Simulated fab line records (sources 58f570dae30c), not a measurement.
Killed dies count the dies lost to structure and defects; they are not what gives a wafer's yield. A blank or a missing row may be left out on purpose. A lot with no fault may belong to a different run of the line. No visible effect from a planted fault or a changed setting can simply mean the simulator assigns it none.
A single fault, viewed from 2 desks    flow berkeley cmos170    each desk has only its own numbers; what lay behind them comes last

== METROLOGY DESK ==
Means of the sampled wafers that have a number, per lot and without regard to the tool the lot ran on: this is what the gauges read. A lot is out of limits, marked OUT, if its mean lies more than 4 standard deviations from the usual mean; the brackets give that distance.
Columns: A = FIELD_OXIDE_THK at UCB170_FIELD_THK_MEAS_02, usual 555 nm; B = cd nm at UCB170_CONTACT_CD_MEAS_15, usual 700.2 nm; C = cd nm at UCB170_M1_CD_MEAS_09, usual 699.7 nm
lot   first seen here  A    B      C
L659  day 5 13:46      560  700.3  699.7
L660  day 5 13:47      543  698.0  698.1
L657  day 5 13:51      541  699.8  699.5
L661  day 5 13:51      545  697.9  697.7
L662  day 5 13:54      547  700.4  701.8
L663  day 6 09:00      568  703.3  699.1
L665  day 7 00:44      555  699.5  699.1
L664  day 7 00:46      560  699.9  699.2
L671  day 8 03:28      561  698.4  693.8 (-4.5) OUT
L674  day 8 22:33      560  700.3  701.4
L676  day 9 09:40      559  700.3  698.1
L677  day 9 09:40      562  699.9  699.6
L679  day 10 01:31     565  701.2  699.4
This desk's finding: out of limits on L671; first on L671, day 11 01:35 (cd nm at UCB170_M1_CD_MEAS_09). Within limits: L659, L660, L657, L661, L662, L663, L665, L664, L674, L676, L677, L679.

== THE TOOL OWNER'S DESK: krf scanner-02 ==
The tool's own readings at UCB170_M1_EXPOSE_06 (exposes mask METAL1, target cd 700 nm): means of the sampled wafers that have a number, for each lot that ran on this tool. A lot is out of limits, marked OUT, if its mean lies more than 4 standard deviations from the usual mean; the brackets give that distance.
Columns: A = exposure dose mJ cm2 at UCB170_M1_EXPOSE_06, usual 20.379
lot   first seen here  A
L661  day 8 14:27      20.375
L657  day 8 14:58      20.383
L659  day 8 18:44      20.376
L663  day 9 09:47      20.384
L665  day 9 19:10      20.358
L671  day 11 01:10     20.093 (-14) OUT
This desk's finding: out of limits on L671; first on L671, day 11 01:10 (exposure dose mJ cm2 at UCB170_M1_EXPOSE_06). Within limits: L661, L657, L659, L663, L665.

== TAKEN TOGETHER ==
The tool owner's desk had the chance to raise an alarm at day 11 01:10 on L671.
At day 11 01:35 the metrology desk could have sounded an alarm, on L671.
All the named lots went through UCB170_M1_EXPOSE_06 on krf scanner-02.

== WHAT THE SIMULATOR PUT IN ==
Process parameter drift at UCB170_M1_EXPOSE_06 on krf scanner-02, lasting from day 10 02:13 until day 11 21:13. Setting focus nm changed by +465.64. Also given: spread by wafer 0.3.
Struck lots among those shown: L671.
Time in hours from fault onset to the first out-of-limits reading at each desk: tool owner's desk 23, metrology desk 23.
